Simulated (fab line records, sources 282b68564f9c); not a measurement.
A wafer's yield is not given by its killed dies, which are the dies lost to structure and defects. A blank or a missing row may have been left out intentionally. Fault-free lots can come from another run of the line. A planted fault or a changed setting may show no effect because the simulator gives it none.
Which of the tools did it? ; flow rit-cmos ; 18 wafers from 6 lots sampled at 4 of the route's 202 steps

WHAT THE GAUGES READ, wafer by wafer
RIT_M1_RS_MEAS_01: a four-point-probe measurement.
lot;measured;on;M1_AL_RS (ohm/sq)
L342;day 3 22:01;film-metro-04;0.0719 0.0715 0.0710
L344;day 4 03:47;film-metro-03;0.0717 0.0714 0.0712
L347;day 4 15:48;film-metro-02;0.0482 0.0719 0.0727
L356;day 6 14:08;film-metro-02;0.0714 0.0712 0.0714
L360;day 7 06:57;film-metro-03;0.0718 0.0722 0.0723
L363;day 8 01:32;film-metro-02;0.0717 0.0720 0.0722

WHAT TOOL EACH LOT RAN ON (gives the tool, then ch and the chambers of the sampled wafers, and finally the start)
lot;RIT_PSD_STRIP_09;RIT_SILICIDE_RTA_06;RIT_M1_SPUTTER_00
L342;plasma-asher-02 ch 0, day 3 17:41;rtp-anneal-02 ch 0, day 3 19:17;pvd-sputter-01, day 3 21:43
L344;plasma-asher-04 ch 0,1, day 3 23:35;rtp-anneal-01 ch 0, day 4 01:10;pvd-sputter-01, day 4 03:25
L347;plasma-asher-01 ch 0,1, day 4 11:35;rtp-anneal-02 ch 0, day 4 13:13;pvd-sputter-03, day 4 15:30
L356;plasma-asher-01 ch 0,1, day 6 09:49;rtp-anneal-01 ch 0, day 6 11:26;pvd-sputter-01, day 6 13:50
L360;plasma-asher-04 ch 0,1, day 7 02:41;rtp-anneal-01 ch 0, day 7 04:19;pvd-sputter-01, day 7 06:40
L363;plasma-asher-02 ch 0,1, day 7 21:08;rtp-anneal-02 ch 0, day 7 22:47;pvd-sputter-03, day 8 01:13
- RIT_PSD_STRIP_09: strips in O2, time 180 s.
- RIT_SILICIDE_RTA_06: time 10 s, ramp up 5 s, ramp down 10 s.
- RIT_M1_SPUTTER_00: material Al, target thk 400 nm, time 500 s.

THE ANSWER, worked out from the rows above alone
Rule: usual is defined by the lots themselves. The widest of any qualifying gaps counts: lots, ordered by their means at a reading, are off when they make up no more than a third of the lots, leave a main group of 4 or more, and stand apart from it by 3 or more times the standard deviation of that group's means. A main group is skipped when, at the precision printed for the reading in the tables above, its means are all equal. Also off: a lot with no number at a reading for which 4 or more lots have one. Any other lot the step has rows for is counted as sound.
Off: L347, seen at RIT_M1_RS_MEAS_01 (M1_AL_RS). Main group: mean 0.0717 ohm/sq, sd 0.00031.
A tool fits if, at a process step before that reading, it ran every lot that is off, and no sound lot after the first of them. Those tools and the gauges at RIT_M1_RS_MEAS_01 are tried in the same way. Not one of the candidates tried fits.

WHAT HAD BEEN PUT IN BY THE SIMULATOR
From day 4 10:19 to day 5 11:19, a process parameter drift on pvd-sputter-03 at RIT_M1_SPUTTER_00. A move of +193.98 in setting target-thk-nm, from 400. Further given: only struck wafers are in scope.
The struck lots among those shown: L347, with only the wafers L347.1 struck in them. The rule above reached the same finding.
